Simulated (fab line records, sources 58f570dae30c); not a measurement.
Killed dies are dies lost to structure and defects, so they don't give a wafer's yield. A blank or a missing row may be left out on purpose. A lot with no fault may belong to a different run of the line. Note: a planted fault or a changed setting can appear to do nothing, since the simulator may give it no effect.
Lot-split experiment    flow berkeleyCmos170    5 lots, 21 wafers read, on a route of 331 steps

THE SPLIT ITSELF
At UCB170_NWELL_PEB_10, the setting pebTempC was moved away from the recipe's 130 C on 9 of the 21 wafers read, by -1.8% to +2.5%. All remaining wafers had this setting at the recipe value.

THE PATH FROM SPLIT TO READING: the file shows 1 step between them
- UCB170_NWELL_DEVELOP_11: develop time 45 s

THE READING
NWELL.cdNm (the simulator's own value, which no gauge read), in nm, at UCB170_NWELL_ETCH_13 (etches Si3N4 in CH3F/Ar/O2, stops on SiO2, target depth 246.4 nm, time 154 s). The file gives no usual value for it. Across the 12 wafers here that went through the recipe, the average is 3000 nm and the standard deviation 0.8 nm.

wafer   tool, chamber at the split  pebTempC as run, C  against the recipe  NWELL.cdNm, nm  against lot-mates on the recipe
L074.1  lithoTrack-01, 0            130                 recipe              3000            -
L074.6  lithoTrack-01, 0            130                 recipe              3000            -
L076.1  lithoTrack-01, 0            130                 recipe              3001            -
L076.3  lithoTrack-01, 0            130                 recipe              3001            -
L076.4  lithoTrack-01, 0            130                 recipe              3001            -
L076.2  lithoTrack-01, 0            129                 -0.8%               2994            -7
L076.6  lithoTrack-01, 0            129                 -0.8%               2994            -7
L077.2  lithoTrack-02, 0            127.7               -1.8%               2982            -17
L077.3  lithoTrack-02, 0            127.7               -1.8%               2983            -16
L077.4  lithoTrack-02, 0            130                 recipe              2999            -
L077.5  lithoTrack-02, 0            130                 recipe              2999            -
L077.6  lithoTrack-02, 0            130                 recipe              2999            -
L081.1  lithoTrack-03, 0            130                 recipe              3000            -
L081.6  lithoTrack-03, 0            130                 recipe              3000            -
L081.2  lithoTrack-03, 0            131.9               +1.5%               3012            +12
L081.5  lithoTrack-03, 0            131.9               +1.5%               3012            +12
L081.3  lithoTrack-03, 0            130                 recipe              3001            -
L084.3  lithoTrack-03, 0            133.2               +2.5%               3018            +17
L084.4  lithoTrack-03, 0            133.2               +2.5%               3019            +18
L084.6  lithoTrack-03, 0            133.2               +2.5%               3019            +18
L084.5  lithoTrack-03, 0            130                 recipe              3001            -

FIT RESULTS
A straight line over all 21 wafers: NWELL.cdNm changes by +8.23 nm for each +1% of pebTempC; r = +0.99; the points scatter about the line by 1.3 nm.
The same after taking each lot's own level away (the mean of its wafers on the recipe; 21 wafers): +7.92 nm for each +1%; r = +0.99; scatter 1 nm.
That fit puts the effect of the largest move of pebTempC on the reading at 19 nm.
The span of the lots' own levels, 2999.0 to 3001.0 nm, comes to 2.5 times the standard deviation stated above.
The two slopes agree, so the slope changes little with the lot-to-lot level.
Check: with one of the wafers moved furthest among these (+2.5%) left out of the fit, the line predicts +19.5 nm for it against its lot-mates. It came out at +17 nm against them.

THE OTHER SPLITS THESE WAFERS WENT THROUGH
Other splits were also applied to these wafers ahead of the reading. Each is held against what the fit with the lots' levels taken away leaves over:
other split on the same wafers   wafers away from the commonest value  r with NWELL.cdNm (lot level and that fit taken away)
UCB170_ZERO_STRIP_07 o2FlowSccm  8                                     -0.44

FILE'S OWN FIT
NWELL.cdNm changes by +8.22 nm for each +1% of pebTempC, r = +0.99.
